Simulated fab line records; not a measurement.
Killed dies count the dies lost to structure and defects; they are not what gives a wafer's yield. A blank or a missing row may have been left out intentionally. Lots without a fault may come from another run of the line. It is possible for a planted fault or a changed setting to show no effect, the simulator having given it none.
Lot-split experiment    flow berkeleyCmos170    27 wafers read across 5 lots, on a route 331 steps long

## ABOUT THE SPLIT
At UCB170_PWELL_ETCH_14 (etches Si3N4 in CH3F/Ar/O2, stops on SiO2, target depth 242 nm, time 151 s), the setting targetDepthA was moved away from the recipe's 2420 angstrom on 9 of the 27 wafers read, by -56.1% to +18.8%. The other wafers ran this setting at the recipe's value.

The reading is taken at the split's own step.

## THE READING
KrF_of_PWELL_COAT_08.thkNm (the simulator's own value, which no gauge read), in nm, at UCB170_PWELL_ETCH_14 (etches Si3N4 in CH3F/Ar/O2, stops on SiO2, target depth 242 nm, time 151 s). The file gives no usual value for it. Here, 18 wafers ran the recipe; their average is 724.3 nm with a standard deviation of 3.4 nm.

wafer   tool, chamber at the split  targetDepthA as run, angstrom  against the recipe  KrF_of_PWELL_COAT_08.thkNm, nm  against lot-mates on the recipe
L075.2  rieDiel-01, 1               2420                           recipe              720.4                           -
L075.4  rieDiel-01, 0               2420                           recipe              718.8                           -
L075.6  rieDiel-01, 1               2420                           recipe              719.9                           -
L077.1  rieDiel-01, 0               2420                           recipe              719.2                           -
L077.2  rieDiel-01, 2               2420                           recipe              723                             -
L077.3  rieDiel-01, 3               2420                           recipe              728.1                           -
L077.4  rieDiel-01, 1               2420                           recipe              723.9                           -
L077.5  rieDiel-01, 3               2420                           recipe              727.4                           -
L077.6  rieDiel-01, 2               2420                           recipe              723                             -
L079.1  rieDiel-03, 2               2420                           recipe              726                             -
L079.2  rieDiel-03, 0               2875                           +18.8%              705.2                           -22.0
L079.3  rieDiel-03, 3               2420                           recipe              729.1                           -
L079.4  rieDiel-03, 1               2875                           +18.8%              696.2                           -31.0
L079.5  rieDiel-03, 3               2875                           +18.8%              695.3                           -31.9
L079.6  rieDiel-03, 2               2420                           recipe              726.4                           -
L084.1  rieDiel-04, 3               1415                           -41.5%              790.7                           +67.9
L084.2  rieDiel-04, 1               2420                           recipe              721.1                           -
L084.3  rieDiel-04, 0               1415                           -41.5%              791.9                           +69.1
L084.4  rieDiel-04, 2               2420                           recipe              723                             -
L084.5  rieDiel-04, 3               1415                           -41.5%              791.8                           +69.0
L084.6  rieDiel-04, 0               2420                           recipe              724.2                           -
L085.1  rieDiel-03, 3               2420                           recipe              725.3                           -
L085.2  rieDiel-03, 2               1062                           -56.1%              819.3                           +91.4
L085.3  rieDiel-03, 1               1062                           -56.1%              820.6                           +92.7
L085.4  rieDiel-03, 0               1062                           -56.1%              818.1                           +90.2
L085.5  rieDiel-03, 2               2420                           recipe              729.5                           -
L085.6  rieDiel-03, 1               2420                           recipe              728.8                           -

FIT RESULTS
A straight line over all 27 wafers: KrF_of_PWELL_COAT_08.thkNm changes by -1.63 nm for each +1% of targetDepthA; r = -0.99; the points scatter about the line by 3.9 nm.
The same after taking each lot's own level away (the mean of its wafers on the recipe; 27 wafers): -1.62 nm for each +1%; r = -1.00; scatter 2.5 nm.
That fit puts the effect of the largest move of targetDepthA on the reading at 91 nm.
The lots' own levels span 719.70 to 727.87 nm, that is 2.4 times the standard deviation above.
Hence the lot-to-lot level has little effect on the slope; both slopes agree.
Check: with one of the wafers moved furthest among these (-56.1%) left out of the fit, the line predicts +91.5 nm for it against its lot-mates. It came out at +91.4 nm against them.

## THE WHOLE CHAIN: every reading that the file lists as answering this split, in the file's order
step                   what it does                                                                reading                                                                            change (the file's fit)                                                               r (the file's)
UCB170_PWELL_ETCH_14   etches Si3N4 in CH3F/Ar/O2, stops on SiO2, target depth 242 nm, time 151 s  etch.depthNm (the simulator's own value, which no gauge read)                      +1.88 nm for each +1% of the setting                                                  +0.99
UCB170_PWELL_ETCH_14   etches Si3N4 in CH3F/Ar/O2, stops on SiO2, target depth 242 nm, time 151 s  KrF_of_PWELL_COAT_08.thkNm (the simulator's own value, which no gauge read)        -1.63 nm for each +1% of the setting                                                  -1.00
UCB170_PWELL_ETCH_14   etches Si3N4 in CH3F/Ar/O2, stops on SiO2, target depth 242 nm, time 151 s  SiO2_of_PWELL_OXIDATION_02.thkNm (the simulator's own value, which no gauge read)  not straight: 24.98 at the lowest setting, 22.74 at the recipe, 15.29 at the highest  not given
UCB170_PWELL_STRIP_16  strips in O2                                                                stripTimeToEndpointS                                                               withheld for each +1% of the setting                                                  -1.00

## FILE'S OWN FIT
KrF_of_PWELL_COAT_08.thkNm changes by -1.63 nm for each +1% of targetDepthA, r = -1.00.
